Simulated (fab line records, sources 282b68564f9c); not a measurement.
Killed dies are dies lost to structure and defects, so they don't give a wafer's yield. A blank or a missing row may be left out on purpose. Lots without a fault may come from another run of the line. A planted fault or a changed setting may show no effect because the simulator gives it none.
Split-lot experiment | flow rit_cmos | 5 lots, 23 wafers read, on a route of 202 steps

THE SPLIT
At RIT_GATE_DEVELOP_15 (develop time 50 s), the setting develop_time_s was moved away from the recipe's 50 s on 4 of the 23 wafers read, by -8.1% to +9.1%. The other wafers ran this setting at the recipe's value.

FROM THE SPLIT TO THE READING: what the file shows between them, 4 steps
- RIT_GATE_CD_MEAS_16: target cd 150 nm
- RIT_GATE_HARDBAKE_18: time 60 s
- RIT_GATE_ETCH_19: etches poly-Si in SF6/CHF3/O2, stops on SiO2, time 165 s, target depth 312.5 nm
- RIT_GATE_STRIP_20: strips in O2, time 180 s

THE READING
cd_nm, in nm, at RIT_GATE_CD_MEAS_90 (target cd 150 nm). Fault-free wafers of this fab line usually give 148.3 nm, standard deviation 3 nm.

wafer  | tool, chamber at the split | develop_time_s as run, s | against the recipe | cd_nm, nm | against lot-mates on the recipe
L075.1 | litho_track-04, 0          | 50                       | recipe             | 150.2     | -
L075.2 | litho_track-04, 0          | 50                       | recipe             | 151.7     | -
L075.3 | litho_track-04, 0          | 45.93                    | -8.1%              | 165.7     | +15.4
L075.4 | litho_track-04, 0          | 50                       | recipe             | 148.9     | -
L075.5 | litho_track-04, 0          | 45.93                    | -8.1%              | 163.6     | +13.3
L074.1 | litho_track-01, 0          | 50                       | recipe             | 145.5     | -
L074.2 | litho_track-01, 0          | 50                       | recipe             | 145.9     | -
L074.3 | litho_track-01, 0          | 50                       | recipe             | 146.3     | -
L074.4 | litho_track-01, 0          | 50                       | recipe             | 145.0     | -
L074.5 | litho_track-01, 0          | 50                       | recipe             | 144.7     | -
L077.1 | litho_track-01, 0          | 50                       | recipe             | 148.4     | -
L077.2 | litho_track-01, 0          | 50                       | recipe             | 149.0     | -
L077.4 | litho_track-01, 0          | 50                       | recipe             | 149.5     | -
L077.5 | litho_track-01, 0          | 50                       | recipe             | 147.7     | -
L077.6 | litho_track-01, 0          | 50                       | recipe             | 148.9     | -
L078.1 | litho_track-01, 0          | 54.55                    | +9.1%              | 134.8     | -12.9
L078.2 | litho_track-01, 0          | 50                       | recipe             | 147.0     | -
L078.3 | litho_track-01, 0          | 50                       | recipe             | 148.7     | -
L078.4 | litho_track-01, 0          | 50                       | recipe             | 147.3     | -
L078.5 | litho_track-01, 0          | 54.55                    | +9.1%              | 132.0     | -15.7
L085.4 | litho_track-04, 0          | 50                       | recipe             | 144.8     | -
L085.5 | litho_track-04, 0          | 50                       | recipe             | 148.1     | -
L085.6 | litho_track-04, 0          | 50                       | recipe             | 146.3     | -

THE FIT
A straight line over all 23 wafers: cd_nm changes by -1.8 nm for each +1% of develop_time_s; r = -0.96; the points scatter about the line by 2.1 nm.
The same after taking each lot's own level away (the mean of its wafers on the recipe; 23 wafers): -1.66 nm for each +1%; r = -0.99; scatter 1 nm.
On that fit, the largest move of develop_time_s shifts the reading by 15 nm.
The lots' own levels span 145.48 to 150.27 nm, that is 1.6 times the standard deviation above.
So the lot-to-lot level changes the slope little: the two slopes agree.
Check: with one of the wafers moved furthest among these (+9.1%) left out of the fit, the line predicts -15.9 nm for it against its lot-mates. It came out at -12.9 nm against them.

OTHER SPLITS ON THESE WAFERS
These wafers also went through other splits before the reading. Each is held against what the fit with the lots' levels taken away leaves over:
other split on the same wafers | wafers away from the commonest value | r with cd_nm (lot level and that fit taken away)
RIT_GATE_CVD_08 pressure_mtorr | 15                                   | -0.05

THE WHOLE CHAIN: every reading that the file lists as answering this split, in the file's order
step                | what it does                                                                    | reading                                                                        | change (the file's fit)              | r (the file's)
RIT_GATE_CD_MEAS_16 | target cd 150 nm                                                                | cd_nm                                                                          | -1.68 nm for each +1% of the setting | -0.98
RIT_GATE_ETCH_19    | etches poly-Si in SF6/CHF3/O2, stops on SiO2, time 165 s, target depth 312.5 nm | GATE.cd_nm (the simulator's own value, which no gauge read)                    | -1.64 nm for each +1% of the setting | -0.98
RIT_GATE_CD_MEAS_90 | target cd 150 nm                                                                | cd_nm                                                                          | -1.66 nm for each +1% of the setting | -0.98
RIT_M1_PROBE_99     |                                                                                 | etest.pmos_0p15.r_on_ohm_um (the simulator's own value, which no gauge read)   | -40.2 for each +1% of the setting    | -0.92
RIT_M1_PROBE_99     |                                                                                 | etest.pmos_turned.r_on_ohm_um (the simulator's own value, which no gauge read) | -39.7 for each +1% of the setting    | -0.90

THE FILE'S OWN FIT
cd_nm changes by -1.66 nm for each +1% of develop_time_s, r = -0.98.
